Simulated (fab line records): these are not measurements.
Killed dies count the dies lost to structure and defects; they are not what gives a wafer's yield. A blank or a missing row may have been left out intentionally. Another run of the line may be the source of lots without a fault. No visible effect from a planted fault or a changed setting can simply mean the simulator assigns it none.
A struck lot beside a sound one    flow ritCmos    43 steps out of a route of 202
Sound: these wafers, L742.1, L742.3, L742.4. Struck: wafers L746.1, L746.2, L746.6. Last of all comes the cause.
At each step with rows: each side's tool, then ch and its chambers, then its first start. Under that, the readings that differ: sound wafers    struck wafers    difference of the means    sigmas: that difference in standard deviations of wafers without a fault.
alike: same words and numbers on both sides, and readings whose means sit less than 2 such deviations apart. not compared: any withheld reading, any reading some wafer has no value for, any bound like >300 that may hide the same value, and any number with overlapping values for which the record gives no deviation.
The two part at a step that has a row with sigmas, a row that says differs or no value, or rows on one side only. When numbers do not overlap yet have no deviation, they are printed without sigmas and do not part them. A reading missing from all wafers of one side parts the sides only when that side holds two or more wafers.

first, 5 steps without rows for these wafers: RIT_PRETRO_COAT_01 (resist thk 1300 nm); RIT_PRETRO_SOFTBAKE_02 (time 60 s); RIT_PRETRO_EXPOSE_03 (exposes mask M5, target cd 43700 nm); RIT_PRETRO_PEB_04; RIT_PRETRO_DEVELOP_05 (develop time 68 s).
RIT_PRETRO_OVL_MEAS_06:
  sound on overlay-02 at day 4 08:57; struck on overlay-01 at day 5 06:25
  alike: PRETRO_OVL
then, 2 steps without rows for these wafers: RIT_PRETRO_HARDBAKE_07 (time 120 s); RIT_PRETRO_IMPLANT_08.
RIT_PRETRO_STRIP_09: strips in O2, time 180 s.
  sound on plasmaAsher-04 ch 0,1, day 4 09:23; struck on plasmaAsher-02 ch 0,1, day 5 06:51
  alike: drypumpMotorCurrentA
  not compared: rfHoursCounterH
RIT_PRETRO_TW_MEAS_10:
  sound on filmMetro-04 at day 4 09:34; struck on filmMetro-01 at day 5 07:02
reading    sound        struck       difference  sigmas
PRETRO_TW  470 468 468  480 480 479  +11         +3
then, 2 steps without rows for these wafers: RIT_GATE_WET_ETCH_00 (etches SiO2 in BOE, target depth 56 nm, time 60 s); RIT_GATE_CLEAN_01 (cleans in SC1, time 600 s).
RIT_GATE_CLEAN_02: cleans in dHF, time 30 s.
  sound on wetBench-03 ch 2, day 4 09:49; struck on wetBench-03 ch 2, day 5 07:17
then, 2 steps without rows for these wafers: RIT_GATE_CLEAN_03 (cleans in SC2, time 600 s); RIT_GATE_CLEAN_04 (cleans in dHF, time 60 s).
RIT_FOX2_THK_MEAS_91:
  sound on filmMetro-03 at day 4 10:03; struck on filmMetro-03 at day 5 07:30
  alike: FIELD_OXIDE_LEFT_2_THK
then, 2 steps without rows for these wafers: RIT_GATE_OXIDATION_05 (target thk 3 nm, ox time 270 s); RIT_GATE_ANNEAL_06 (time 600 s).
RIT_GATE_THK_MEAS_07:
  sound on filmMetro-03 at day 4 12:20; struck on filmMetro-03 at day 5 08:53
  alike: GATE_OXIDE_THK
then, 1 step without rows for these wafers: RIT_GATE_CVD_08 (deposits poly-Si from SiH4, target thk 250 nm, time 2220 s).
RIT_GATE_THK_MEAS_09:
  sound on filmMetro-04 at day 4 14:01; struck on filmMetro-03 at day 5 10:34
  alike: GATE_POLY_THK
then, 6 steps without rows for these wafers: RIT_GATE_HMDS_10 (prime time 60 s); RIT_GATE_COAT_11 (resist thk 850 nm); RIT_GATE_SOFTBAKE_12 (time 60 s); RIT_GATE_EXPOSE_13 (exposes mask M6, target cd 150 nm); RIT_GATE_PEB_14; RIT_GATE_DEVELOP_15 (develop time 47.86 s).
RIT_GATE_CD_MEAS_16: the cd target is 150 nm.
  sound on cdSem-02 at day 4 14:56; struck on cdSem-02 at day 5 11:28
  alike: cdNm
RIT_GATE_OVL_MEAS_17:
  sound on overlay-02 at day 4 15:04; struck on overlay-01 at day 5 11:35
  alike: GATE_OVL
then, 1 step without rows for these wafers: RIT_GATE_HARDBAKE_18 (time 60 s).
RIT_GATE_ETCH_19: etches poly-Si in SF6/CHF3/O2, stops on SiO2, time 165 s, target depth 312.5 nm.
  sound on rieSi-01 ch 0,1,3, day 4 15:33; struck on rieSi-01 ch 0,1,2, day 5 11:47
reading               sound              struck             difference  sigmas
SF6_flow_sccm (sccm)  29.95 30.01 30.08  29.70 29.94 29.75  -0.22       -2
  alike: drypumpMotorCurrentA, oesProductAu, throttleValvePct
  not compared: rfHoursCounterH
RIT_GATE_STRIP_20: strips in O2, time 180 s.
  sound on plasmaAsher-03 ch 0,1, day 4 15:39; struck on plasmaAsher-03 ch 0,1, day 5 11:53
  alike: drypumpMotorCurrentA
  not compared: rfHoursCounterH
RIT_GATE_CD_MEAS_90: the cd target is 150 nm.
  sound on cdSem-01 at day 4 15:50; struck on cdSem-01 at day 5 12:04
  alike: cdNm
then, 4 steps without rows for these wafers: RIT_REOX_CLEAN_00 (cleans in SC1, time 600 s); RIT_REOX_CLEAN_01 (cleans in dHF, time 30 s); RIT_REOX_CLEAN_02 (cleans in SC2, time 600 s); RIT_REOX_OXIDATION_03 (target thk 25.2 nm, ox time 5310 s).
RIT_REOX_THK_MEAS_04:
  sound on filmMetro-01 at day 4 18:52; struck on filmMetro-01 at day 5 15:07
  alike: REOX_OXIDE_THK
then, 4 steps without rows for these wafers: RIT_NLDD_HMDS_00 (prime time 60 s); RIT_NLDD_COAT_01 (resist thk 1000 nm); RIT_NLDD_SOFTBAKE_02 (time 60 s); RIT_NLDD_EXPOSE_03 (exposes mask M7, target cd 40700 nm).
RIT_M1_PROBE_99:
  sound on prober-02 at day 5 11:30; struck on prober-01 at day 6 08:45
reading           sound  struck    difference  sigmas
killedAtFrontEnd  8 3 5  30 27 24  +22         +7
killedDies        8 3 5  30 27 24  +22         +7
killedOnRim       2 0 1  12 12 8   +10         +6
  alike: killedAtContacts, killedOpen, killedShort

## WHERE THEY PART
First at RIT_PRETRO_TW_MEAS_10; last, within this record, at RIT_M1_PROBE_99.

WHY: the cause the simulator had injected
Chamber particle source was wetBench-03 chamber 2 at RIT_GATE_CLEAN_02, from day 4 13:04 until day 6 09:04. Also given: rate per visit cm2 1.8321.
